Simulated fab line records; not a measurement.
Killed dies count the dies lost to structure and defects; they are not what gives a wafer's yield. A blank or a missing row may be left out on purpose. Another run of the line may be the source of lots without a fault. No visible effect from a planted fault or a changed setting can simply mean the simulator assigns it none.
Which tool was responsible? ; flow berkeleyCmos170 ; 7 lots (21 wafers sampled), 1 step of a 331-step route

## WHAT EACH GAUGE READ, for each wafer
UCB170_GATE_THK_MEAS_02.
lot;measured;on;GATE_OXIDE_THK (nm)
L260;day 6 23:34;filmMetro-01;6.40 6.33 6.41
L265;day 7 18:22;filmMetro-01;6.58 6.60 6.59
L267;day 8 10:23;filmMetro-02;6.54 6.64 6.66
L269;day 9 07:19;filmMetro-02;6.64 6.76 6.83
L273;day 9 14:47;filmMetro-02;6.66 6.42 6.45
L275;day 10 00:10;filmMetro-02;6.58 6.52 6.44
L281;day 11 02:08;filmMetro-01;6.60 6.62 6.74

## WHAT TOOL EACH LOT RAN ON (gives the tool, then ch and the chambers of the sampled wafers, and finally the start)
No process step before these readings appears in the record.

## THE ANSWER, worked out from the rows above alone
Rule: the usual values come from the lots themselves. The widest of any qualifying gaps counts: lots, ordered by their means at a reading, are off when they make up no more than a third of the lots, leave a main group of 4 or more, and stand apart from it by 3 or more times the standard deviation of that group's means. If all means in a main group match to the digits the tables above print for the reading, that group is not used. Also off: a lot with no number at a reading for which 4 or more lots have one. Any other lot the step has rows for is counted as sound.
Nothing can be told from this: no lot is off at any reading shown.

## WHAT THE SIMULATOR HAD PUT IN
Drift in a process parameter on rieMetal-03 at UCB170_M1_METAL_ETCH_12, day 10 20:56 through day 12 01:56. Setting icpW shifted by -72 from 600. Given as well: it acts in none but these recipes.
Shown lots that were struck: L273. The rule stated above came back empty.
